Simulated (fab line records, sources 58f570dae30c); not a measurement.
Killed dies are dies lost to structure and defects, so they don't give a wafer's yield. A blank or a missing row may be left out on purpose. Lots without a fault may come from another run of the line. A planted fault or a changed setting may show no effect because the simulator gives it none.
fab line records | flow berkeley_cmos170
record lots=10 wafers=30 last_day=11
route steps=331 shown NSD@194 NLDD@209 V1@269
lots that met no fault: from a run of the same line without faults
start_h: hours from the record's first day to the start of the lot's first wafer shown | wait_h: hours since the lot's step before | " the same as in the row above | L1.1+2: a row that stands for several wafers | - no value, or no start given | * or withheld: withheld | < > ~ a bound
route shown NAME@n: a module of which the file shows steps, and the number in the route of the first | usual: mean/standard deviation of fault-free wafers | same: alike in all rows | chamber/n: place in a boat | sites: the reading at each site | _std_site: their standard deviation | _edge_site: outer sites' mean less inner sites' | radius_mm: how far each site lies from the wafer's centre | mask NAME#n: copy n | behind: the tool/chamber that last shaped the wafer | hold: why the lot was held/for how many hours/how that ended | device: the transistor (n, p or np) that didn't switch | end of line: the same wafers' tests at the end of the route | a step without rows: its recipe alone | killed: dies lost to structure and defects at the first sort, not the wafer's yield | map: a wafer's dies, x killed, . not, _ none there
set.NAME: the setting as run; set.NAME@STEP: as run at that earlier step | model.NAME: the simulator's own value behind a step, which no gauge read
steps of the route over a sample of lots; a table a step, a row a wafer
services: from which hour (start_h, from the record's first day; less than 0 if before it) a tool's chamber was out of use, for how many hours, and why
## steps
# step UCB170_NSD_OVL_MEAS_07
# usual NSD_OVL=1/4.9
# columns lot.wafer tool chamber start_h wait_h NSD_OVL[nm]
L978.1 overlay-01 - 144.57 0.1 5
L978.3 " - " " 6
L978.6 " - " " 8
L979.4 overlay-01 - 146.66 0.1 -4
L979.5 " - " " 5
L979.6 " - " " -2
L983.2 overlay-01 - 154.27 0.1 4
L983.3 " - " " 8
L983.5 " - " " 1
L980.1 overlay-02 - 154.43 0.1 -4
L980.4 " - " " -6
L980.6 " - " " -1
L982.2 overlay-01 - 154.63 0.1 -1
L982.5 " - " " -1
L982.6 " - " " -1
L981.2 overlay-02 - 154.91 0.1 13
L981.4 " - " " 4
L981.5 " - " " 3
L992.3 overlay-02 - 210.33 0.1 -1
L992.4 " - " " 3
L992.6 " - " " 9
L995.2 overlay-02 - 221.15 0.1 -7
L995.3 " - " " -1
L995.6 " - " " -5
L997.4 overlay-01 - 226.09 0.1 -4
L997.5 " - " " -4
L997.6 " - " " -3
L998.2 overlay-01 - 243.64 0.1 -1
L998.3 " - " " 9
L998.6 " - " " -4
# step UCB170_NSD_TW_MEAS_10
# usual NSD_TW=4148/26
# columns lot.wafer tool chamber start_h wait_h NSD_TW
L978.1 film_metro-04 - 144.86 0.1 4167
L978.3 " - " " 4169
L978.6 " - " " 4150
L979.4 film_metro-04 - 146.96 0.1 4172
L979.5 " - " " 4152
L979.6 " - " " 4166
L983.2 film_metro-02 - 154.56 0.1 4150
L983.3 " - " " 4158
L983.5 " - " " 4195
L980.1 film_metro-01 - 154.71 0.1 4089
L980.4 " - " " 4121
L980.6 " - " " 4096
L982.2 film_metro-01 - 154.92 0.1 4109
L982.5 " - " " 4110
L982.6 " - " " 4124
L981.2 film_metro-02 - 155.20 0.1 4161
L981.4 " - " " 4183
L981.5 " - " " 4180
L992.3 film_metro-04 - 210.62 0.1 4162
L992.4 " - " " 4157
L992.6 " - " " 4142
L995.2 film_metro-01 - 221.44 0.1 4115
L995.3 " - " " 4109
L995.6 " - " " 4120
L997.4 film_metro-01 - 226.39 0.1 4111
L997.5 " - " " 4141
L997.6 " - " " 4098
L998.2 film_metro-04 - 243.93 0.1 4168
L998.3 " - " " 4174
L998.6 " - " " 4185
# step UCB170_SDANNEAL_RS_MEAS_05
# recipe thk_meas_gauge=four-point-probe
# usual NLDD_RS=617.0/1.6
# columns lot.wafer tool chamber start_h wait_h NLDD_RS[ohm/sq]
L978.1 film_metro-01 - 146.44 0.1 615.3
L978.3 " - " " 616.8
L978.6 " - " " 617.9
L979.4 film_metro-04 - 148.45 0.1 617.0
L979.5 " - " " 616.6
L979.6 " - " " 616.1
L980.1 film_metro-01 - 156.16 0.1 618.8
L980.4 " - " " 620.1
L980.6 " - " " 617.8
L983.2 film_metro-02 - 156.27 0.1 616.9
L983.3 " - " " 617.4
L983.5 " - " " 617.6
L982.2 film_metro-01 - 156.72 0.1 618.4
L982.5 " - " " 615.7
L982.6 " - " " 618.1
L981.2 film_metro-02 - 156.93 0.1 616.6
L981.4 " - " " 617.7
L981.5 " - " " 616.5
L992.3 film_metro-02 - 212.17 0.1 619.2
L992.4 " - " " 618.8
L992.6 " - " " 621.5
L995.2 film_metro-02 - 222.90 0.1 618.9
L995.3 " - " " 619.9
L995.6 " - " " 619.4
L997.4 film_metro-04 - 228.37 0.1 618.7
L997.5 " - " " 616.1
L997.6 " - " " 614.5
L998.2 film_metro-04 - 245.38 0.1 618.5
L998.3 " - " " 615.6
L998.6 " - " " 616.0
# step UCB170_V1_STRIP_15
# recipe chemistry=O2 power_w=400 pressure_mtorr=3500 platen_temp_c=withheld o2_flow_sccm=400 overash_fraction=0.5
# usual chamber_pressure_mTorr=3500.4/2.9 drypump_motor_current_A=5.7/0.34 oes_product_au=0.721/0.005 strip_time_to_endpoint_s=15.29/0.1
# columns lot.wafer tool chamber start_h wait_h chamber_pressure_mTorr drypump_motor_current_A oes_product_au rf_hours_counter_h strip_time_to_endpoint_s
L978.1 plasma_asher-02 1 161.93 0.1 3497.4 5.8 0.724 48 15.30
L978.3 " 1 " " 3502.6 5.8 0.727 - 15.27
L978.6 " 1 " " 3500.9 5.8 0.723 - 15.41
L979.4 plasma_asher-01 1 162.08 0.1 3501.8 5.8 0.722 - 15.28
L979.5 " 1 " " 3500.6 5.8 0.720 - 15.21
L979.6 " 0 " " 3504.0 5.0 0.729 - 15.33
L983.2 plasma_asher-02 0 170.89 0.1 3505.8 5.4 0.720 49 15.28
L983.3 " 0 " " 3500.5 5.4 0.723 - 15.21
L983.5 " 0 " " 3498.7 5.4 0.719 - 15.36
L982.2 plasma_asher-04 0 171.78 0.2 3502.0 6.2 0.720 45 15.28
L982.5 " 0 " " 3502.3 6.2 0.723 - 15.25
L982.6 " 1 " " 3500.8 5.5 0.708 - 15.03
L981.2 plasma_asher-01 1 171.82 0.1 3498.5 5.9 0.720 41 15.30
L981.4 " 0 " " 3499.2 5.0 0.727 - 15.40
L981.5 " 1 " " 3505.7 5.8 0.715 - 15.41
L980.1 plasma_asher-02 0 172.05 0.1 3502.4 5.4 0.730 49 15.33
L980.4 " 0 " " 3497.4 5.5 0.716 - 15.48
L980.6 " 0 " " 3503.4 5.4 0.718 - 15.47
L992.3 plasma_asher-04 0 228.88 0.1 5249.5 6.2 0.723 - 15.39
L992.4 " 1 " " 5250.4 5.5 0.728 - 15.37
L992.6 " 0 " " 5246.8 6.2 0.723 - 15.12
L995.2 plasma_asher-04 1 239.14 0.1 5246.7 5.5 0.722 52 15.17
L995.3 " 1 " " 5245.2 5.5 0.718 - 15.30
L995.6 " 0 " " 5249.7 6.2 0.721 - 15.22
L997.4 plasma_asher-02 1 239.45 0.1 3499.8 5.8 0.727 - 15.27
L997.5 " 0 " " 3498.7 5.4 0.721 - 15.39
L997.6 " 1 " " 3500.3 5.8 0.729 - 15.35
L998.2 plasma_asher-02 1 259.95 0.1 3499.4 5.8 0.716 59 15.35
L998.3 " 0 " " 3500.6 5.4 0.723 - 15.29
L998.6 " 1 " " 3500.1 5.8 0.718 - 15.17
## services
# columns tool chamber start_h hours kind
plasma_asher-04 - 172.07 9.8 repair
plasma_asher-01 - 193.04 16.4 repair
plasma_asher-02 - 195.37 3.9 repair
plasma_asher-01 - 249.44 28.1 pm
## key
first_sign step=UCB170_V1_STRIP_15 reading=chamber_pressure_mTorr direction=up sigmas=99+ usual=3500.4 struck=5248.1
effect none on later readings
met_at UCB170_V1_STRIP_15
struck_lots L992,L995
not_acting_at UCB170_NSD_OVL_MEAS_07,UCB170_NSD_TW_MEAS_10,UCB170_SDANNEAL_RS_MEAS_05
onset_between 171.78 228.88
fault kind=process_parameter_drift tool=plasma_asher-04 chamber=- onset_h=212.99 steps=UCB170_V1_STRIP_15 channel=pressure_mtorr offset=1750 shape=step end_h=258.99 acts_in=these_recipes_only stated=3500
